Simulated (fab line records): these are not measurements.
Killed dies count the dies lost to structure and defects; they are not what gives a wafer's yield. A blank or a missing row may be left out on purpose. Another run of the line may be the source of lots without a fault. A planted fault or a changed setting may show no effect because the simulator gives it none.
Which of the tools did it? + flow rit_cmos + 14 lots (42 wafers sampled), 1 step of a 202-step route

WHAT THE GAUGES READ, wafer by wafer
Not one reading of a measure or inspect step in the record can be checked against a usual standard deviation.

WHICH TOOL RAN EACH LOT (tool, then ch and the chambers of the sampled wafers, then the start)
| lot  | RIT_FOX2_WET_ETCH_03           |
|------|--------------------------------|
| L185 | wet_bench-03 ch 2, day 1 19:59 |
| L186 | wet_bench-04 ch 0, day 2 00:20 |
| L187 | wet_bench-01 ch 3, day 2 04:34 |
| L188 | wet_bench-04 ch 1, day 2 09:36 |
| L189 | wet_bench-04 ch 3, day 2 14:44 |
| L190 | wet_bench-03 ch 3, day 2 19:29 |
| L191 | wet_bench-04 ch 3, day 3 01:14 |
| L194 | wet_bench-04 ch 0, day 3 16:59 |
| L195 | wet_bench-03 ch 2, day 3 23:38 |
| L204 | wet_bench-04 ch 3, day 5 17:26 |
| L205 | wet_bench-04 ch 1, day 5 22:52 |
| L206 | wet_bench-04 ch 3, day 6 03:29 |
| L207 | wet_bench-01 ch 1, day 6 09:08 |
| L208 | wet_bench-04 ch 2, day 6 13:48 |
- RIT_FOX2_WET_ETCH_03: etches Si3N4 in H3PO4, target depth 195 nm, time 2700 s.

AS READ BY THE TOOLS THEMSELVES (means over the sampled wafers that have a number; for cases with no such wafer, the mark the record gives instead)
RIT_FOX2_WET_ETCH_03.
| lot  | tool         | bath_guard_temp_C (C) | bath_heat_duty_pct (%) |
|------|--------------|-----------------------|------------------------|
| L185 | wet_bench-03 | 164.4                 | 21                     |
| L186 | wet_bench-04 | 164.8                 | 28                     |
| L187 | wet_bench-01 | 164.7                 | 29                     |
| L188 | wet_bench-04 | 164.3                 | 27                     |
| L189 | wet_bench-04 | 165.2                 | 39                     |
| L190 | wet_bench-03 | 165.9                 | 26                     |
| L191 | wet_bench-04 | 165.2                 | 37                     |
| L194 | wet_bench-04 | -                     | -                      |
| L195 | wet_bench-03 | -                     | -                      |
| L204 | wet_bench-04 | 165.0                 | 38                     |
| L205 | wet_bench-04 | 164.6                 | 28                     |
| L206 | wet_bench-04 | 164.9                 | 38                     |
| L207 | wet_bench-01 | 165.7                 | 34                     |
| L208 | wet_bench-04 | 165.1                 | 26                     |

THE ANSWER, worked out from the rows above alone
Rule: usual is defined by the lots themselves. The widest of any qualifying gaps counts: lots, ordered by their means at a reading, are off when they make up no more than a third of the lots, leave a main group of 4 or more, and stand apart from it by 3 or more times the standard deviation of that group's means. A main group is skipped when, at the precision printed for the reading in the tables above, its means are all equal. A lot without any number at a reading at which 4 lots or more have one is off too. All remaining lots with rows at the step are treated as sound. After the gauges, taken in route order, come the tools' own readings; for these a lot's mean is taken, as printed above. At the first step where some lot is off, the reading lying furthest off is the one used; lots without a number count as furthest.
Off: L194, L195, at RIT_FOX2_WET_ETCH_03 (bath_guard_temp_C). Without a number there: L194, L195. The main group has a mean of 165.0 C with a standard deviation of 0.46.
A tool fits if, at that step or a process step before it, it ran every lot that is off, and no sound lot after the first of them. None of those tried fits.

WHAT WAS PUT IN BY THE SIMULATOR
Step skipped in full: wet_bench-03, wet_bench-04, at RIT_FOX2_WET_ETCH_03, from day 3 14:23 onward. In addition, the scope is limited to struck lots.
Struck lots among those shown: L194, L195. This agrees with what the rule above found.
